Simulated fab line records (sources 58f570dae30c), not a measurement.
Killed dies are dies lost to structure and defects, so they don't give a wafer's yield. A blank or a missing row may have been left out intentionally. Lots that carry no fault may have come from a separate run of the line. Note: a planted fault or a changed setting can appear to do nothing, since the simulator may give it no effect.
Which tool was responsible? / flow berkeley-cmos170 / Sampling: 7 lots, 21 wafers, 3 of 331 route steps

WHAT THE GAUGES READ, wafer by wafer
UCB170_NWELL_TW_MEAS_16.
lot=L908; measured=day 2 21:56; on=film-metro-04; NWELL_TW=1243 1245 1240
lot=L911; measured=day 3 19:06; on=film-metro-01; NWELL_TW=1236 1237 1244
lot=L914; measured=day 4 10:43; on=film-metro-04; NWELL_TW=1233 1230 1224
lot=L916; measured=day 4 17:23; on=film-metro-01; NWELL_TW=1141 1133 1139
lot=L919; measured=day 5 05:41; on=film-metro-02; NWELL_TW=1261 1263 1262
lot=L924; measured=day 6 04:07; on=film-metro-02; NWELL_TW=1253 1264 1264
lot=L928; measured=day 7 08:13; on=film-metro-01; NWELL_TW=1226 1233 1231

TOOL THAT RAN EACH LOT (tool first, then ch and the chambers of the sampled wafers, then the start)
lot=L908; UCB170_NWELL_ETCH_13=rie-diel-04 ch 0,2, day 2 21:35; UCB170_NWELL_IMPLANT_14=implanter-01 ch 0, day 2 21:41
lot=L911; UCB170_NWELL_ETCH_13=rie-diel-04 ch 0,2,3, day 3 18:45; UCB170_NWELL_IMPLANT_14=implanter-04 ch 0, day 3 18:51
lot=L914; UCB170_NWELL_ETCH_13=rie-diel-04 ch 2,3, day 4 10:22; UCB170_NWELL_IMPLANT_14=implanter-04 ch 0, day 4 10:28
lot=L916; UCB170_NWELL_ETCH_13=rie-diel-04 ch 2,3, day 4 17:02; UCB170_NWELL_IMPLANT_14=implanter-04 ch 0, day 4 17:08
lot=L919; UCB170_NWELL_ETCH_13=rie-diel-04 ch 0,1,3, day 5 05:19; UCB170_NWELL_IMPLANT_14=implanter-03 ch 0, day 5 05:26
lot=L924; UCB170_NWELL_ETCH_13=rie-diel-01 ch 0,1,3, day 6 03:46; UCB170_NWELL_IMPLANT_14=implanter-03 ch 0, day 6 03:52
lot=L928; UCB170_NWELL_ETCH_13=rie-diel-01 ch 0,2,3, day 7 07:51; UCB170_NWELL_IMPLANT_14=implanter-03 ch 0, day 7 07:58
- UCB170_NWELL_ETCH_13: etches Si3N4 in CH3F/Ar/O2, stops on SiO2, target depth 246.4 nm, time 154 s.
- UCB170_NWELL_IMPLANT_14

THE ANSWER, worked out from the rows above alone
Rule: the lots themselves supply what counts as usual. Put in order of their means at a reading, lots are off if they are a third of the lots or fewer, leave a main group of 4 or more, and stand apart from it by a gap of 3 or more times the standard deviation of the main group's means; of several such gaps the widest counts. Not used: any main group whose means are identical at the precision the tables above print for the reading. Also off: a lot with no number at a reading for which 4 or more lots have one. Any other lot the step has rows for is counted as sound.
Off: L916, seen at UCB170_NWELL_TW_MEAS_16 (NWELL_TW). The main group: mean 1244, standard deviation 13.
A tool fits if, at a process step before that reading, it ran every lot that is off, and no sound lot after the first of them. The gauges at UCB170_NWELL_TW_MEAS_16 are tried like those tools. One fits: implanter-04 at UCB170_NWELL_IMPLANT_14. Its last sound lot is L914 (day 4 10:28), its first lot that is off L916 (day 4 17:08): a fault that began between those two fits.

WHAT THE SIMULATOR HAD INSERTED
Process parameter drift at UCB170_NWELL_IMPLANT_14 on implanter-04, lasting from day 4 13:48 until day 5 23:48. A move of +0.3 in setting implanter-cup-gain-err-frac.
Shown lots that were struck: L916. The rule above reached the same finding.
